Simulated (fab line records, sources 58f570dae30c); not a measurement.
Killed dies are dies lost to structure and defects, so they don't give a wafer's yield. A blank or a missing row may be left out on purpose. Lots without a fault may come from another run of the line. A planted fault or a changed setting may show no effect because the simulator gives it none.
fab line records | flow berkeley_cmos170
record lots=13 wafers=39 last_day=12
route steps=331 shown V1@258 M2@283
lots that met no fault: from a run of the same line without faults
start_h: hours from the record's first day to the start of the lot's first wafer shown | wait_h: hours since the lot's step before | " the same as in the row above | L1.1+2: a row that stands for several wafers | - no value, or no start given | * or withheld: withheld | < > ~ a bound
route shown NAME@n: a module of which the file shows steps, and the number in the route of the first | usual: mean/standard deviation of fault-free wafers | same: alike in all rows | chamber/n: place in a boat | sites: the reading at each site | _std_site: their standard deviation | _edge_site: outer sites' mean less inner sites' | radius_mm: how far each site lies from the wafer's centre | mask NAME#n: copy n | behind: the tool/chamber that last shaped the wafer | hold: why the lot was held/for how many hours/how that ended | device: the transistor (n, p or np) that didn't switch | end of line: the same wafers' tests at the end of the route | a step without rows: its recipe alone | killed: dies lost to structure and defects at the first sort, not the wafer's yield | map: a wafer's dies, x killed, . not, _ none there
set.NAME: the setting as run; set.NAME@STEP: as run at that earlier step | model.NAME: the simulator's own value behind a step, which no gauge read
steps of the route over a sample of lots; a table a step, a row a wafer
services: from which hour (start_h, from the record's first day; less than 0 if before it) a tool's chamber was out of use, for how many hours, and why
## steps
# step UCB170_V1_THK_MEAS_04
# recipe reads=SiO2_of_V1_CVD_00
# usual V1_POLISHED_THK=1000.3/1.4
# columns lot.wafer tool chamber start_h wait_h V1_POLISHED_THK[nm]
L471.1 film_metro-04 - 170.50 0.1 999.0
L471.2 " - " " 1000.2
L471.4 " - " " 997.8
L472.1 film_metro-04 - 189.96 0.1 999.4
L472.2 " - " " 1000.8
L472.6 " - " " 1000.3
L475.1 film_metro-04 - 191.29 0.1 1001.8
L475.3 " - " " 998.8
L475.6 " - " " 999.5
L477.3 film_metro-04 - 193.98 0.1 1002.8
L477.5 " - " " 999.6
L477.6 " - " " 999.5
L480.2 film_metro-04 - 218.02 0.1 998.8
L480.4 " - " " 1002.6
L480.6 " - " " 1002.0
L484.2 film_metro-04 - 235.30 0.1 999.8
L484.4 " - " " 999.1
L484.5 " - " " 999.1
L486.2 film_metro-04 - 242.88 0.1 1000.3
L486.3 " - " " 998.8
L486.4 " - " " 1000.3
L487.1 film_metro-03 - 255.34 0.1 998.5
L487.2 " - " " 1000.1
L487.3 " - " " 1000.6
L490.3 film_metro-01 - 259.31 0.1 999.7
L490.4 " - " " 1001.2
L490.6 " - " " 1001.7
L492.3 film_metro-04 - 271.47 0.1 1000.0
L492.4 " - " " 998.3
L492.5 " - " " 1001.0
L491.1 film_metro-01 - 272.78 0.1 999.1
L491.4 " - " " 1000.4
L491.6 " - " " 1000.8
L493.1 film_metro-04 - 272.78 0.1 999.6
L493.4 " - " " 998.6
L493.5 " - " " 998.3
L494.3 film_metro-04 - 283.58 0.1 1001.3
L494.4 " - " " 1000.3
L494.6 " - " " 999.7
# step UCB170_V1_OVL_MEAS_13
# usual V1_OVL=1/5.5
# columns lot.wafer tool chamber start_h wait_h V1_OVL[nm]
L471.1 overlay-01 - 172.36 0.1 4
L471.2 " - " " -5
L471.4 " - " " 0
L472.1 overlay-02 - 191.54 0.1 0
L472.2 " - " " 5
L472.6 " - " " 10
L475.1 overlay-01 - 192.49 0.1 8
L475.3 " - " " 4
L475.6 " - " " 11
L477.3 overlay-01 - 195.52 0.1 3
L477.5 " - " " -5
L477.6 " - " " -5
L480.2 overlay-01 - 219.21 0.1 2
L480.4 " - " " 10
L480.6 " - " " 0
L484.2 overlay-02 - 236.57 0.1 -2
L484.4 " - " " 0
L484.5 " - " " -4
L486.2 overlay-01 - 245.30 0.1 -5
L486.3 " - " " -6
L486.4 " - " " 0
L487.1 overlay-01 - 256.64 0.1 -4
L487.2 " - " " 1
L487.3 " - " " -6
L490.3 overlay-02 - 260.84 0.1 -1
L490.4 " - " " 0
L490.6 " - " " -2
L492.3 overlay-01 - 272.85 0.1 3
L492.4 " - " " 5
L492.5 " - " " 5
L493.1 overlay-01 - 274.09 0.1 4
L493.4 " - " " -5
L493.5 " - " " 3
L491.1 overlay-02 - 274.36 0.1 0
L491.4 " - " " 2
L491.6 " - " " -4
L494.3 overlay-01 - 284.91 0.1 -5
L494.4 " - " " 5
L494.6 " - " " -1
# step UCB170_M2_EXPOSE_12
# recipe mask_id=METAL2 target_cd_nm=700 na=0.5 sigma_outer=0.6 source_shape=conventional dose_mj=26
# usual exposure_dose_mJ_cm2=25.998/0.026
# columns lot.wafer tool chamber start_h wait_h mask exposure_dose_mJ_cm2
L471.1 krf_scanner-02 0 176.04 - METAL2#0 26.022
L471.2 " 0 " " METAL2#0 26.006
L471.4 " 0 " " METAL2#0 26.004
L472.1 krf_scanner-01 0 193.50 - METAL2#0 25.989
L472.2 " 0 " " METAL2#0 25.950
L472.6 " 0 " " METAL2#0 26.002
L475.1 krf_scanner-02 0 195.10 - METAL2#0 25.981
L475.3 " 0 " " METAL2#0 26.013
L475.6 " 0 " " METAL2#0 25.978
L477.3 krf_scanner-02 0 198.46 - METAL2#0 26.050
L477.5 " 0 " " METAL2#0 26.012
L477.6 " 0 " " METAL2#0 26.029
L480.2 krf_scanner-02 0 221.42 - METAL2#0 25.872
L480.4 " 0 " " METAL2#0 25.881
L480.6 " 0 " " METAL2#0 25.860
L484.2 krf_scanner-01 0 239.46 - METAL2#0 26.010
L484.4 " 0 " " METAL2#0 25.981
L484.5 " 0 " " METAL2#0 25.985
L486.2 krf_scanner-01 0 248.16 - METAL2#0 26.013
L486.3 " 0 " " METAL2#0 25.990
L486.4 " 0 " " METAL2#0 25.992
L487.1 krf_scanner-01 0 259.46 - METAL2#0 26.013
L487.2 " 0 " " METAL2#0 26.019
L487.3 " 0 " " METAL2#0 26.025
L490.3 krf_scanner-01 0 263.31 - METAL2#0 25.976
L490.4 " 0 " " METAL2#0 25.964
L490.6 " 0 " " METAL2#0 25.982
L492.3 krf_scanner-01 0 274.96 - METAL2#0 26.019
L492.4 " 0 " " METAL2#0 26.004
L492.5 " 0 " " METAL2#0 25.976
L493.1 krf_scanner-02 0 276.17 - METAL2#0 25.943
L493.4 " 0 " " METAL2#0 25.999
L493.5 " 0 " " METAL2#0 25.974
L491.1 krf_scanner-01 0 276.62 - METAL2#0 25.992
L491.4 " 0 " " METAL2#0 26.003
L491.6 " 0 " " METAL2#0 25.967
L494.3 krf_scanner-02 0 287.82 - METAL2#0 25.990
L494.4 " 0 " " METAL2#0 26.001
L494.6 " 0 " " METAL2#0 26.024
# step UCB170_M2_ETCH_17
# recipe chemistry=N2/H2 target_depth_a=withheld overetch_a=withheld target=BARC time_s=withheld source_w=500 bias_w=100 pressure_mtorr=30 n2_flow_sccm=100 h2_flow_sccm=200
# usual drypump_motor_current_A=5.3/0.36 oes_product_au=0.999/0.028 throttle_valve_pct=13.38/0.11
# columns lot.wafer tool chamber start_h wait_h drypump_motor_current_A oes_product_au throttle_valve_pct
L471.1 rie_diel-04 2 177.38 0.0 5.8 1.004 13.58
L471.2 " 3 " " 5.6 0.988 13.28
L471.4 " 2 " " 5.8 1.000 13.59
L472.1 rie_diel-01 1 194.57 0.0 5.7 0.984 13.35
L472.2 " 2 " " 4.8 0.991 13.53
L472.6 " 2 " " 4.8 0.977 13.51
L475.1 rie_diel-01 2 195.65 0.0 4.9 0.986 13.51
L475.3 " 1 " " 5.7 0.996 13.34
L475.6 " 1 " " 5.7 0.979 13.34
L477.3 rie_diel-02 3 199.18 0.0 5.3 1.042 13.32
L477.5 " 0 " " 4.8 1.022 13.17
L477.6 " 1 " " 5.0 0.935 13.39
L480.2 rie_diel-04 1 221.95 0.0 6.4 1.029 13.43
L480.4 " 0 " " 5.0 1.007 13.53
L480.6 " 0 " " 5.0 1.009 13.54
L484.2 rie_diel-04 1 240.41 0.0 6.4 1.004 13.44
L484.4 " 3 " " 5.6 1.006 13.30
L484.5 " 1 " " 6.4 1.008 13.43
L486.2 rie_diel-01 1 248.68 0.0 5.7 0.990 13.35
L486.3 " 2 " " 4.9 0.984 13.51
L486.4 " 0 " " 5.3 1.021 13.22
L487.1 rie_diel-01 0 260.02 0.0 5.3 1.021 13.22
L487.2 " 1 " " 5.7 0.995 13.35
L487.3 " 3 " " 5.1 1.003 13.39
L490.3 rie_diel-02 3 264.20 0.0 5.3 1.035 13.33
L490.4 " 2 " " 5.5 1.016 13.43
L490.6 " 1 " " 5.0 0.949 13.41
L492.3 rie_diel-01 2 275.47 0.0 4.9 0.995 13.53
L492.4 " 1 " " 5.7 0.991 13.34
L492.5 " 0 " " 5.3 1.018 13.23
L493.1 rie_diel-02 0 276.72 0.0 4.8 0.990 13.17
L493.4 " 3 " " 5.3 1.033 13.34
L493.5 " 1 " " 5.0 0.944 13.41
L491.1 rie_diel-01 0 277.32 0.0 5.3 1.015 13.22
L491.4 " 3 " " 5.1 1.004 13.40
L491.6 " 1 " " 5.7 1.000 13.33
L494.3 rie_diel-02 3 288.74 0.0 5.3 1.035 13.33
L494.4 " 0 " " 4.8 1.009 13.16
L494.6 " 2 " " 5.4 1.011 13.41
## services
# columns tool chamber start_h hours kind
krf_scanner-02 - 153.91 13.2 repair
krf_scanner-01 - 167.17 3.6 pm
krf_scanner-02 - 170.75 1.3 pm
krf_scanner-01 - 172.05 1.0 pm
krf_scanner-01 - 173.05 1.3 pm
rie_diel-04 1 174.74 4.4 repair
krf_scanner-01 - 226.34 0.8 pm
rie_diel-04 0 241.28 4.8 repair
rie_diel-02 - 245.21 0.1 repair
krf_scanner-02 - 245.92 1.0 pm
rie_diel-04 1 255.09 13.9 repair
rie_diel-02 0 259.67 11.8 repair
rie_diel-04 2 262.28 7.1 repair
krf_scanner-02 - 269.98 0.8 pm
rie_diel-04 1 272.72 1.4 repair
## key
first_sign step=UCB170_M2_EXPOSE_12 reading=exposure_dose_mJ_cm2 direction=down sigmas=5 usual=25.998 struck=25.871
effect none on later readings
met_at UCB170_M2_EXPOSE_12
struck_lots L480
sort_left_out L480.2,L480.4,L480.6
loop_trim step=UCB170_M2_EXPOSE_12 setting=dose lots=L480
not_acting_at UCB170_V1_THK_MEAS_04,UCB170_V1_OVL_MEAS_13,UCB170_M2_ETCH_17
onset_between 198.46 221.42
fault kind=process_parameter_drift tool=krf_scanner-02 chamber=- onset_h=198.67 steps=UCB170_M2_EXPOSE_12 channel=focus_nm offset=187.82 spread_by_wafer=0.3 shape=step end_h=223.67
# sort_left_out: the simulated sort isn't trusted on such a fault, so these wafers' sort isn't shown, and their yield isn't known
# loop_trim: a control loop set the setting to another value than it would have without faults
